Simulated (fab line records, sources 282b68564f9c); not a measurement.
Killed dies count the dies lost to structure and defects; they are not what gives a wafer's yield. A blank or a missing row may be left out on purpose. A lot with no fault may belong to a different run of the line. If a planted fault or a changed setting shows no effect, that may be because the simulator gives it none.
Comparing a struck lot with a sound one | flow rit-cmos | 15 out of 202 route steps
Sound: wafers L537.2, L537.5, L537.6. Struck: wafers L552.4, L552.5, L552.6. The cause comes at the end.
Each step with rows lists, per side, the tool, then ch with its chambers, then its first start. Under that, the readings that differ: sound wafers | struck wafers | difference of the means | sigmas: that difference in standard deviations of wafers without a fault.
alike: words and numbers the same on both sides, and readings whose means are apart by under 2 such deviations; not compared: readings that were withheld, readings missing a value for some wafer, numbers with overlapping values and no deviation given by the record, and bounds like >300 which may hide the same value.
Wherever a step has rows on one side only, a row that says differs or no value, or a row with sigmas, the two part there. Non-overlapping numbers with no deviation appear without sigmas and do not part them. A reading that every wafer of one side lacks parts them only if that side has two wafers or more.

first, 5 steps without rows for these wafers: RIT_NLDD_COAT_01 (resist thk 1000 nm); RIT_NLDD_SOFTBAKE_02 (time 60 s); RIT_NLDD_EXPOSE_03 (exposes mask M7, target cd 40700 nm); RIT_NLDD_PEB_04; RIT_NLDD_DEVELOP_05 (develop time 47.73 s).
RIT_NLDD_OVL_MEAS_06:
  sound: overlay-02 at day 2 19:51; struck: overlay-01 at day 5 21:25
  alike: NLDD_OVL
then, 2 steps without rows for these wafers: RIT_NLDD_HARDBAKE_07 (time 60 s); RIT_NLDD_IMPLANT_08.
RIT_NLDD_STRIP_09: strips in O2, time 180 s.
  sound on plasma-asher-04 ch 0,1, day 2 20:11; struck on plasma-asher-02 ch 0,1, day 5 21:47
  alike: drypump-motor-current-A
  not compared: rf-hours-counter-h
RIT_NLDD_TW_MEAS_10:
  sound: film-metro-04 at day 2 20:22; struck: film-metro-04 at day 5 21:56
  alike: NLDD_TW
then, 2 steps without rows for these wafers: RIT_PLDD_HMDS_00 (prime time 60 s); RIT_PLDD_COAT_01 (resist thk 1000 nm).
RIT_PLDD_SOFTBAKE_02: time 60 s.
  sound on litho-track-04 ch 0, day 2 20:44; struck on litho-track-02 ch 0, day 5 22:20
  reading                  | sound             | struck            | difference | sigmas
  heater-power-total-W (W) | 34.53 34.55 34.63 | 33.87 33.99 33.99 | -0.62      | -13
  plate-temp-C (C)         | 89.89 89.97 89.95 | 88.85 88.83 88.71 | -1.14      | -9
  alike: exhaust-pa
then, 1 step without rows for these wafers: RIT_PLDD_EXPOSE_03 (exposes mask M8, target cd 40900 nm).
RIT_M1_PROBE_99:
  sound: prober-02 at day 3 11:35; struck: prober-01 at day 6 13:03
  alike: killed-at-front-end, killed-dies, killed-open, killed-short

== WHERE THEY PART ==
Within this record, at RIT_PLDD_SOFTBAKE_02 only. Later steps at which nothing parts them and some readings are alike: RIT_M1_PROBE_99.

WHY: what had been put in by the simulator
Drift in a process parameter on litho-track-02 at RIT_PLDD_SOFTBAKE_02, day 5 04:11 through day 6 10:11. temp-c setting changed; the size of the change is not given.
